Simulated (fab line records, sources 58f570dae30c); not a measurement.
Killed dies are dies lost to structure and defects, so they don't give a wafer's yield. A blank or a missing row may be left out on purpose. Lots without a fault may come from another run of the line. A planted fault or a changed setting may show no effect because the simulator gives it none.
A struck lot beside a sound one | flow berkeley_cmos170 | 14 steps out of a route of 331
Sound: wafers L366.1, L366.3, L366.6. Struck: wafers L357.1, L357.3, L357.5. The cause comes at the end.
At each step with rows: each side's tool, then ch and its chambers, then its first start. Under that, the readings that differ: sound wafers | struck wafers | difference of the means | sigmas: that difference in standard deviations of wafers without a fault.
alike: readings whose means differ by less than 2 such deviations, and words and numbers that are the same on both sides. not compared: withheld readings, readings that some wafer has no value for, bounds like >300 that may hide the same value, and numbers for which the record gives no deviation and whose values overlap.
The two part at a step that has a row with sigmas, a row that says differs or no value, or rows on one side only. Numbers that don't overlap but have no deviation are shown without sigmas and don't part them. A reading that every wafer of one side lacks parts them only if that side has two wafers or more.

first, 1 step without rows for these wafers: UCB170_GATE_CVD_04 (deposits poly-Si from SiH4, time 1440 s, target thk 214 nm).
UCB170_GATE_THK_MEAS_05:
  sound on film_metro-03, day 9 22:22; struck on film_metro-03, day 8 04:12
  alike: GATE_POLY_THK
then, 6 steps without rows for these wafers: UCB170_GATE_COAT_06; UCB170_GATE_COAT_07 (resist thk 900 nm); UCB170_GATE_SOFTBAKE_08 (time 60 s); UCB170_GATE_EXPOSE_09 (exposes mask POLY, target cd 350 nm); UCB170_GATE_PEB_10; UCB170_GATE_DEVELOP_11 (develop time 45 s).
UCB170_GATE_CD_MEAS_12: target cd 350 nm.
  sound on cd_sem-02, day 9 23:35; struck on cd_sem-01, day 8 05:49
  alike: cd_nm
UCB170_GATE_OVL_MEAS_13:
  sound on overlay-01, day 9 23:43; struck on overlay-02, day 8 05:56
  alike: GATE_OVL
UCB170_GATE_ETCH_14: etches BARC in N2/H2.
  sound on rie_diel-04 ch 0,3, day 9 23:45; struck on rie_diel-01 ch 1,2, day 8 05:59
  alike: bias_w, drypump_motor_current_A, oes_product_au, throttle_valve_pct
UCB170_GATE_ETCH_15: etches poly-Si in HBr/Cl2, stops on SiO2, time 56.3 s, target depth 278.2 nm.
  sound on rie_si-02 ch 1,3, day 9 23:47; struck on rie_si-01 ch 1,2,3, day 8 06:01
  alike: bias_w, drypump_motor_current_A, he_backside_leak_sccm, oes_product_au, throttle_valve_pct
  not compared: rf_hours_counter_h
UCB170_GATE_STRIP_16: strips in O2.
  sound on plasma_asher-03 ch 0,1, day 9 23:50; struck on plasma_asher-03 ch 0,1, day 8 06:04
  no value came back on the struck wafers for chamber_pressure_mTorr (mTorr), drypump_motor_current_A (A), oes_product_au (a.u.), overash_fraction; on the sound wafers chamber_pressure_mTorr (mTorr) reads 3496 3506 3498
  reading                               | sound | struck            | difference | sigmas
  model.KrF_of_GATE_COAT_07.thk_nm (nm) | 0 0 0 | 779.3 779.1 778.9 | +779.1     |
  not compared: rf_hours_counter_h
UCB170_GATE_CD_MEAS_90: target cd 350 nm.
  sound on cd_sem-01, day 9 23:56; struck on cd_sem-01, day 8 06:10
  alike: cd_nm

WHERE THEY PART
Only at UCB170_GATE_STRIP_16, within this record. Later steps at which nothing parts them and some readings are alike: UCB170_GATE_CD_MEAS_90.

WHY: what the simulator had put in
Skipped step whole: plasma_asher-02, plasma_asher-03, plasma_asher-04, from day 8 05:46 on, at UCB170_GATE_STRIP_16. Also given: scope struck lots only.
